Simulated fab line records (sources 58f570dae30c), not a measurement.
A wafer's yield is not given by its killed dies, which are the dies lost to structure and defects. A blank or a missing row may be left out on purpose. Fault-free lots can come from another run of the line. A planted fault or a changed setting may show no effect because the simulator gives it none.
Split-lot experiment / flow berkeleyCmos170 / 5 lots, 27 wafers read, on a route of 331 steps

## SPLIT DETAILS
At UCB170_M3_SPUTTER_01 (material Al, target thk 900 nm, time 120 s), the setting timeS was moved away from the recipe's 120 s on 6 of the 27 wafers read, by -37.4% to +38.0%. This setting was run at the recipe's value on the other wafers.

## FROM THE SPLIT TO THE READING: what the file shows between them, 5 steps
- UCB170_M3_RS_MEAS_02: measures by four-point-probe
- UCB170_M3_THK_MEAS_03: measures by xrf
- UCB170_M3_HMDS_04: prime time 60 s
- UCB170_M3_COAT_05: resist thk 900 nm
- UCB170_M3_ETCH_17: etches BARC in N2/H2

## THE READING
oesProductAu, in a.u., at UCB170_M3_METAL_ETCH_18 (etches Al in Cl2/BCl3, stops on SiO2, target depth 1170 nm, time 195 s). Fault-free wafers of this fab line usually give 0.852 a.u., standard deviation 0.014 a.u.

wafer=L076.1; tool, chamber at the split=pvdSputter-02, -; timeS as run, s=75.15; against the recipe=-37.4%; oesProductAu, a.u.=0.669; against lot-mates on the recipe=-0.183
wafer=L076.2; tool, chamber at the split=pvdSputter-02, -; timeS as run, s=120; against the recipe=recipe; oesProductAu, a.u.=0.854; against lot-mates on the recipe=-
wafer=L076.3; tool, chamber at the split=pvdSputter-02, -; timeS as run, s=75.15; against the recipe=-37.4%; oesProductAu, a.u.=0.679; against lot-mates on the recipe=-0.173
wafer=L076.4; tool, chamber at the split=pvdSputter-02, -; timeS as run, s=120; against the recipe=recipe; oesProductAu, a.u.=0.853; against lot-mates on the recipe=-
wafer=L076.5; tool, chamber at the split=pvdSputter-02, -; timeS as run, s=120; against the recipe=recipe; oesProductAu, a.u.=0.848; against lot-mates on the recipe=-
wafer=L076.6; tool, chamber at the split=pvdSputter-02, -; timeS as run, s=75.15; against the recipe=-37.4%; oesProductAu, a.u.=0.678; against lot-mates on the recipe=-0.174
wafer=L080.2; tool, chamber at the split=pvdSputter-01, -; timeS as run, s=120; against the recipe=recipe; oesProductAu, a.u.=0.853; against lot-mates on the recipe=-
wafer=L080.4; tool, chamber at the split=pvdSputter-01, -; timeS as run, s=120; against the recipe=recipe; oesProductAu, a.u.=0.841; against lot-mates on the recipe=-
wafer=L080.5; tool, chamber at the split=pvdSputter-01, -; timeS as run, s=120; against the recipe=recipe; oesProductAu, a.u.=0.849; against lot-mates on the recipe=-
wafer=L082.1; tool, chamber at the split=pvdSputter-02, -; timeS as run, s=120; against the recipe=recipe; oesProductAu, a.u.=0.854; against lot-mates on the recipe=-
wafer=L082.2; tool, chamber at the split=pvdSputter-02, -; timeS as run, s=165.6; against the recipe=+38.0%; oesProductAu, a.u.=0.997; against lot-mates on the recipe=+0.151
wafer=L082.3; tool, chamber at the split=pvdSputter-02, -; timeS as run, s=120; against the recipe=recipe; oesProductAu, a.u.=0.850; against lot-mates on the recipe=-
wafer=L082.4; tool, chamber at the split=pvdSputter-02, -; timeS as run, s=165.6; against the recipe=+38.0%; oesProductAu, a.u.=1.001; against lot-mates on the recipe=+0.155
wafer=L082.5; tool, chamber at the split=pvdSputter-02, -; timeS as run, s=120; against the recipe=recipe; oesProductAu, a.u.=0.834; against lot-mates on the recipe=-
wafer=L082.6; tool, chamber at the split=pvdSputter-02, -; timeS as run, s=165.6; against the recipe=+38.0%; oesProductAu, a.u.=0.972; against lot-mates on the recipe=+0.126
wafer=L083.1; tool, chamber at the split=pvdSputter-03, -; timeS as run, s=120; against the recipe=recipe; oesProductAu, a.u.=0.849; against lot-mates on the recipe=-
wafer=L083.2; tool, chamber at the split=pvdSputter-03, -; timeS as run, s=120; against the recipe=recipe; oesProductAu, a.u.=0.871; against lot-mates on the recipe=-
wafer=L083.3; tool, chamber at the split=pvdSputter-03, -; timeS as run, s=120; against the recipe=recipe; oesProductAu, a.u.=0.878; against lot-mates on the recipe=-
wafer=L083.4; tool, chamber at the split=pvdSputter-03, -; timeS as run, s=120; against the recipe=recipe; oesProductAu, a.u.=0.830; against lot-mates on the recipe=-
wafer=L083.5; tool, chamber at the split=pvdSputter-03, -; timeS as run, s=120; against the recipe=recipe; oesProductAu, a.u.=0.875; against lot-mates on the recipe=-
wafer=L083.6; tool, chamber at the split=pvdSputter-03, -; timeS as run, s=120; against the recipe=recipe; oesProductAu, a.u.=0.845; against lot-mates on the recipe=-
wafer=L085.1; tool, chamber at the split=pvdSputter-01, -; timeS as run, s=120; against the recipe=recipe; oesProductAu, a.u.=0.844; against lot-mates on the recipe=-
wafer=L085.2; tool, chamber at the split=pvdSputter-01, -; timeS as run, s=120; against the recipe=recipe; oesProductAu, a.u.=0.871; against lot-mates on the recipe=-
wafer=L085.3; tool, chamber at the split=pvdSputter-01, -; timeS as run, s=120; against the recipe=recipe; oesProductAu, a.u.=0.857; against lot-mates on the recipe=-
wafer=L085.4; tool, chamber at the split=pvdSputter-01, -; timeS as run, s=120; against the recipe=recipe; oesProductAu, a.u.=0.883; against lot-mates on the recipe=-
wafer=L085.5; tool, chamber at the split=pvdSputter-01, -; timeS as run, s=120; against the recipe=recipe; oesProductAu, a.u.=0.880; against lot-mates on the recipe=-
wafer=L085.6; tool, chamber at the split=pvdSputter-01, -; timeS as run, s=120; against the recipe=recipe; oesProductAu, a.u.=0.850; against lot-mates on the recipe=-

THE FIT
A straight line over all 27 wafers: oesProductAu changes by +0.00417 a.u. for each +1% of timeS; r = +0.97; the points scatter about the line by 0.018 a.u.
The same after taking each lot's own level away (the mean of its wafers on the recipe; 27 wafers): +0.00425 a.u. for each +1%; r = +0.98; scatter 0.015 a.u.
According to that fit, moving timeS by its largest amount changes the reading by 0.16 a.u.
The lots' own levels span 0.8460 to 0.8642 a.u., that is 1.3 times the standard deviation above.
Hence the lot-to-lot level has little effect on the slope; both slopes agree.
Check: +0.159 a.u. against its lot-mates is what the line predicts for one of the wafers moved furthest among these (+38.0%) when that wafer is left out of the fit. It came out at +0.151 a.u. against them.

## OTHER SPLITS APPLIED TO THESE WAFERS
These wafers also went through other splits before the reading. Each is held against what the fit with the lots' levels taken away leaves over:
other split on the same wafers=UCB170_START_OXIDATION_02 oxTimeS; wafers away from the commonest value=21; r with oesProductAu (lot level and that fit taken away)=-0.02
other split on the same wafers=UCB170_ACTIVE_OXIDATION_02 oxTimeS; wafers away from the commonest value=18; r with oesProductAu (lot level and that fit taken away)=+0.13
other split on the same wafers=UCB170_SILICIDE_SPUTTER_01 timeS; wafers away from the commonest value=12; r with oesProductAu (lot level and that fit taken away)=-0.28
other split on the same wafers=UCB170_M2_METAL_ETCH_18 timeS; wafers away from the commonest value=6; r with oesProductAu (lot level and that fit taken away)=+0.13

## THE WHOLE CHAIN: every reading that the file lists as answering this split, in the file's order
step=UCB170_M3_SPUTTER_01; what it does=material Al, target thk 900 nm, time 120 s; reading=Al_of_M3_SPUTTER_01.thkNm (the simulator's own value, which no gauge read); change (the file's fit)=+8.91 nm for each +1% of the setting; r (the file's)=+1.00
step=UCB170_M3_RS_MEAS_02; what it does=measures by four-point-probe; reading=M3_AL_RS; change (the file's fit)=-0.000364 for each +1% of the setting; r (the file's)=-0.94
step=UCB170_M3_THK_MEAS_03; what it does=measures by xrf; reading=M3_AL_THK; change (the file's fit)=+8.88 for each +1% of the setting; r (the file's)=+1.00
step=UCB170_M3_METAL_ETCH_18; what it does=etches Al in Cl2/BCl3, stops on SiO2, target depth 1170 nm, time 195 s; reading=oesProductAu; change (the file's fit)=+0.00424 a.u. for each +1% of the setting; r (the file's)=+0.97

## THE FILE'S OWN FIT
oesProductAu changes by +0.00424 a.u. for each +1% of timeS, r = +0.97.
